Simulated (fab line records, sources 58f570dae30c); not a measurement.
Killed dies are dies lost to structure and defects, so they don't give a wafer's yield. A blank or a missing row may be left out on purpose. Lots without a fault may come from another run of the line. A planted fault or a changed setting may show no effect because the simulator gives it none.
Which tool did it? | flow berkeley_cmos170 | 14 lots, 42 wafers sampled, at 4 steps of a route of 331

WHAT THE GAUGES READ, wafer by wafer
UCB170_PWELL_TW_MEAS_17. Usual: PWELL_TW 376, standard deviation 3.5.
lot  | measured    | on            | PWELL_TW    | flag
L535 | day 2 22:38 | film_metro-04 | 379 382 381 |
L536 | day 3 02:38 | film_metro-03 | 374 374 374 |
L538 | day 3 14:18 | film_metro-03 | 372 373 374 |
L540 | day 3 23:59 | film_metro-02 | 375 372 374 |
L541 | day 4 11:28 | film_metro-02 | 375 375 376 |
L542 | day 4 11:31 | film_metro-02 | 375 376 375 |
L543 | day 4 18:26 | film_metro-04 | 382 381 383 |
L544 | day 4 22:43 | film_metro-02 | 376 376 374 |
L545 | day 5 06:28 | film_metro-04 | 383 382 384 |
L546 | day 5 13:40 | film_metro-04 | 384 384 382 |
L547 | day 5 23:17 | film_metro-02 | 377 374 376 |
L554 | day 6 21:16 | film_metro-03 | 375 373 373 |
L553 | day 6 21:25 | film_metro-02 | 414 415 414 | OFF
L558 | day 7 16:09 | film_metro-03 | 409 410 413 | OFF

UCB170_NVT_OVL_MEAS_06. Usual: NVT_OVL -1 nm, standard deviation 5.8.
lot  | measured     | on         | NVT_OVL (nm) | flag
L535 | day 5 14:11  | overlay-01 | -2 -4 8      |
L536 | day 5 20:15  | overlay-02 | 10 6 14      |
L538 | day 6 13:07  | overlay-02 | -5 -5 -5     |
L540 | day 6 13:19  | overlay-01 | -10 -1 -2    |
L541 | day 6 19:12  | overlay-01 | 6 2 -2       |
L542 | day 6 19:28  | overlay-01 | -6 -4 -12    |
L543 | day 7 04:46  | overlay-02 | -2 3 4       |
L544 | day 7 16:19  | overlay-02 | -6 0 -3      |
L545 | day 7 18:19  | overlay-01 | 3 6 9        |
L546 | day 7 18:35  | overlay-01 | 9 0 0        |
L547 | day 8 00:35  | overlay-02 | 1 -1 -2      |
L554 | day 9 01:37  | overlay-02 | 5 4 -4       |
L553 | day 9 01:20  | overlay-02 | -3 -3 -7     |
L558 | day 10 06:55 | overlay-01 | 1 6 4        |

WHICH TOOL RAN EACH LOT (tool, then ch and the chambers of the sampled wafers, then the start)
lot  | UCB170_PWELL_IMPLANT_15        | UCB170_ACTIVE_STRIP_16
L535 | implanter-01 ch 0, day 2 22:25 | plasma_asher-03 ch 0,1, day 4 00:57
L536 | implanter-01 ch 0, day 3 02:24 | plasma_asher-02 ch 0,1, day 4 07:47
L538 | implanter-04 ch 0, day 3 14:05 | plasma_asher-03 ch 0,1, day 4 21:47
L540 | implanter-01 ch 0, day 3 23:44 | plasma_asher-03 ch 0,1, day 5 03:46
L541 | implanter-02 ch 0, day 4 11:14 | plasma_asher-02 ch 0,1, day 5 18:42
L542 | implanter-04 ch 0, day 4 11:16 | plasma_asher-03 ch 0,1, day 5 18:27
L543 | implanter-02 ch 0, day 4 18:11 | plasma_asher-04 ch 0, day 6 02:37
L544 | implanter-01 ch 0, day 4 22:28 | plasma_asher-04 ch 0,1, day 6 09:04
L545 | implanter-02 ch 0, day 5 06:14 | plasma_asher-04 ch 0, day 6 16:44
L546 | implanter-01 ch 0, day 5 13:26 | plasma_asher-02 ch 0,1, day 6 16:52
L547 | implanter-02 ch 0, day 5 23:02 | plasma_asher-04 ch 0,1, day 6 21:46
L554 | implanter-04 ch 0, day 6 21:01 | plasma_asher-02 ch 0,1, day 8 01:28
L553 | implanter-01 ch 0, day 6 21:10 | plasma_asher-02 ch 0,1, day 8 01:14
L558 | implanter-01 ch 0, day 7 15:54 | plasma_asher-04 ch 0,1, day 8 20:38
- UCB170_PWELL_IMPLANT_15
- UCB170_ACTIVE_STRIP_16: strips in O2.

WHAT THE TOOLS THEMSELVES READ (means of the sampled wafers that have a number; where no wafer has one, the mark that the record gives instead)
UCB170_PWELL_IMPLANT_15. Usual: beam_on_s 10.00 s, standard deviation 0.19; dose_ions_cm2 4.999e+12, standard deviation 5.4e+09; faraday_current_uA 15.9, standard deviation 0.3.
lot  | tool         | beam_on_s (s) | dose_ions_cm2 | faraday_current_uA | flag
L535 | implanter-01 | 9.97          | 5.006e+12     | 15.9               |
L536 | implanter-01 | 9.85          | 5.001e+12     | 16.1               |
L538 | implanter-04 | 9.96          | 4.997e+12     | 15.9               |
L540 | implanter-01 | 9.92          | 4.994e+12     | 16.0               |
L541 | implanter-02 | 10.21         | 4.996e+12     | 15.5               |
L542 | implanter-04 | 9.90          | 5.002e+12     | 16.0               |
L543 | implanter-02 | 9.98          | 5.000e+12     | 15.8               |
L544 | implanter-01 | 10.05         | 4.998e+12     | 15.9               |
L545 | implanter-02 | 9.88          | 5.004e+12     | 16.0               |
L546 | implanter-01 | 10.13         | 4.995e+12     | 15.6               |
L547 | implanter-02 | 9.92          | 5.001e+12     | 16.0               |
L554 | implanter-04 | 9.78          | 4.993e+12     | 16.2               |
L553 | implanter-01 | 10.13         | 6.814e+12     | 21.3               | OFF
L558 | implanter-01 | 9.89          | 6.809e+12     | 21.8               | OFF

UCB170_ACTIVE_STRIP_16. Usual: chamber_pressure_mTorr 3500.0 mTorr, standard deviation 3; drypump_motor_current_A 5.53 A, standard deviation 0.29; oes_product_au 0.722 a.u., standard deviation 0.0048; strip_time_to_endpoint_s 18.09 s, standard deviation 0.058.
lot  | tool            | chamber_pressure_mTorr (mTorr) | drypump_motor_current_A (A) | oes_product_au (a.u.) | strip_time_to_endpoint_s (s) | flag
L535 | plasma_asher-03 | 3498.1                         | 5.58                        | 0.723                 | 18.11                        |
L536 | plasma_asher-02 | 3498.1                         | 5.63                        | 0.717                 | 18.11                        |
L538 | plasma_asher-03 | 3500.5                         | 5.54                        | 0.723                 | 18.09                        |
L540 | plasma_asher-03 | 3501.6                         | 5.54                        | 0.727                 | 18.01                        |
L541 | plasma_asher-02 | 3500.5                         | 5.48                        | 0.719                 | 18.09                        |
L542 | plasma_asher-03 | 3501.0                         | 5.60                        | 0.723                 | 18.07                        |
L543 | plasma_asher-04 | 3503.1                         | 5.93                        | 0.721                 | 18.19                        |
L544 | plasma_asher-04 | 3496.3                         | 5.61                        | 0.722                 | 18.12                        |
L545 | plasma_asher-04 | 3500.3                         | 5.91                        | 0.721                 | 18.03                        |
L546 | plasma_asher-02 | 3499.7                         | 5.63                        | 0.722                 | 18.11                        |
L547 | plasma_asher-04 | 3502.8                         | 5.61                        | 0.723                 | 18.09                        |
L554 | plasma_asher-02 | 3499.0                         | 5.64                        | 0.725                 | 18.11                        |
L553 | plasma_asher-02 | 3500.3                         | 5.49                        | 0.720                 | 18.08                        |
L558 | plasma_asher-04 | 3499.0                         | 5.28                        | 0.721                 | 18.07                        |

THE ANSWER, worked out from the rows above alone
Rule: a lot is off if the mean of its wafers that have a number lies more than 3 standard deviations from the usual mean. A lot without any number at a reading at which 4 lots or more have one is off too. The other lots that the step has rows for count as sound. The gauges are gone through in route order, then the tools' own readings, and for those a lot's mean is taken as printed above. The first step at which some lot is off is used, and at that step the reading that is off furthest; a lot without a number counts as furthest.
Off: L553, L558, at UCB170_PWELL_TW_MEAS_17 (PWELL_TW).
A tool fits if, at a process step before that reading, it ran every lot that is off, and no sound lot after the first of them. The gauges at UCB170_PWELL_TW_MEAS_17 aren't tried: what is off there is off at UCB170_PWELL_IMPLANT_15 too, on other tools, and a gauge's error can't cause that. One fits: implanter-01 at UCB170_PWELL_IMPLANT_15. Its last sound lot is L546 (day 5 13:26), its first lot that is off L553 (day 6 21:10): a fault that began between those two fits.
The tool's own readings at UCB170_PWELL_IMPLANT_15 bear it out: on the lots that are off they differ by more than 5 times the standard deviation of the sound lots' means. dose_ions_cm2 reads 6.812e+12 there against 4.999e+12 on the sound lots; faraday_current_uA reads 21.6 there against 15.9 on the sound lots.

WHAT THE SIMULATOR HAD PUT IN
Process parameter drift: implanter-01, from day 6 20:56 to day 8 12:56, at UCB170_PWELL_IMPLANT_15. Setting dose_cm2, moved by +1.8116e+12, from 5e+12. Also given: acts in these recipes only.
Lots struck among those shown: L553, L558. The rule above found the same.
